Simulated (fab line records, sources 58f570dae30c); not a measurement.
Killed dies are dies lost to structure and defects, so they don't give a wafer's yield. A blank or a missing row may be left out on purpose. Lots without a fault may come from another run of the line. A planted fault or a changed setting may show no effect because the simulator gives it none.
Tool commonality check | flow berkeley_cmos170 | 15 lots, 45 wafers sampled

WHY IT WAS OPENED
At UCB170_NLDD_TW_MEAS_11 the reading NLDD_TW is flagged on 3 of 15 lots. Wafers without a fault read 2216, standard deviation 17.
Rule: a lot is flagged when every wafer of it that has a number lies more than 4 standard deviations from that mean, or none has a number. The other lots count as sound.

lot  | measured     | on            | NLDD_TW, wafer by wafer | flag
L265 | day 7 15:00  | film_metro-03 | 2222 2214 2232          |
L264 | day 7 15:58  | film_metro-03 | 2227 2236 2211          |
L269 | day 9 08:03  | film_metro-02 | 2200 2178 2197          |
L270 | day 9 08:16  | film_metro-03 | 2238 2225 2240          |
L271 | day 9 08:30  | film_metro-02 | 2192 2192 2191          |
L268 | day 9 08:37  | film_metro-03 | 2235 2236 2239          |
L272 | day 9 17:43  | film_metro-02 | 2187 2184 2202          |
L273 | day 9 17:55  | film_metro-02 | 2048 2040 2044          | FLAGGED
L275 | day 10 00:20 | film_metro-01 | 2077 2078 2067          | FLAGGED
L274 | day 10 00:37 | film_metro-03 | 2215 2222 2220          |
L277 | day 10 14:57 | film_metro-02 | 2047 2049 2046          | FLAGGED
L283 | day 12 02:27 | film_metro-03 | 2240 2237 2234          |
L286 | day 12 03:36 | film_metro-01 | 2238 2232 2237          |
L285 | day 12 04:10 | film_metro-02 | 2198 2183 2194          |
L287 | day 12 04:52 | film_metro-03 | 2229 2225 2227          |
The numbers of the flagged lots are 2055 on average: -161 against the usual, or -9 standard deviations.

WHICH TOOL RAN EACH LOT
The record holds 1 process step before the reading, out of a route of 331 steps. In each cell: the tool, then ch and the chambers that the sampled wafers went through, then the start.
lot  | flag    | UCB170_NLDD_IMPLANT_09
L265 |         | implanter-03 ch 0, day 7 14:45
L264 |         | implanter-04 ch 0, day 7 15:36
L269 |         | implanter-01 ch 0, day 9 07:50
L270 |         | implanter-03 ch 0, day 9 08:01
L271 |         | implanter-01 ch 0, day 9 08:15
L268 |         | implanter-03 ch 0, day 9 08:22
L272 |         | implanter-04 ch 0, day 9 17:28
L273 | FLAGGED | implanter-01 ch 0, day 9 17:41
L275 | FLAGGED | implanter-01 ch 0, day 10 00:05
L274 |         | implanter-03 ch 0, day 10 00:22
L277 | FLAGGED | implanter-01 ch 0, day 10 14:43
L283 |         | implanter-04 ch 0, day 12 02:14
L286 |         | implanter-04 ch 0, day 12 03:21
L285 |         | implanter-03 ch 0, day 12 03:57
L287 |         | implanter-04 ch 0, day 12 04:37
What these steps do:
- UCB170_NLDD_IMPLANT_09
- UCB170_NLDD_TW_MEAS_11

FLAGGED OVER TOTAL, TOOL BY TOOL (the gauges that took the reading come last)
step                   | tool          | lots run | flagged | share of the flagged lots | sound lots run after its first flagged lot
UCB170_NLDD_IMPLANT_09 | implanter-01  | 5        | 3       | all                       | 0
UCB170_NLDD_IMPLANT_09 | implanter-03  | 5        | 0       | none                      | -
UCB170_NLDD_IMPLANT_09 | implanter-04  | 5        | 0       | none                      | -
UCB170_NLDD_TW_MEAS_11 | film_metro-01 | 2        | 1       | some                      | 1 (L286)
UCB170_NLDD_TW_MEAS_11 | film_metro-02 | 6        | 2       | some                      | 1 (L285)
UCB170_NLDD_TW_MEAS_11 | film_metro-03 | 7        | 0       | none                      | -

WHAT THE TABLE ALLOWS
1 row of the table ran every flagged lot: implanter-01 at UCB170_NLDD_IMPLANT_09.
- implanter-01 at UCB170_NLDD_IMPLANT_09: 3 of its 5 lots flagged. Its last sound lot is L271 (day 9 08:15), its first flagged lot L273 (day 9 17:41): a fault that began between those two fits. Its own readings lie more than 4 standard deviations out on every wafer of the flagged lots: dose_ions_cm2, faraday_current_uA.
One tool is left: implanter-01 at UCB170_NLDD_IMPLANT_09.

WHAT THE SIMULATOR HAD PUT IN
Process parameter drift: implanter-01, from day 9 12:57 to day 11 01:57, at UCB170_NLDD_IMPLANT_09. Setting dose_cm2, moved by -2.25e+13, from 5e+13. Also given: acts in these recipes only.
Lots struck among those shown: L273, L275, L277. The rule above found the same.
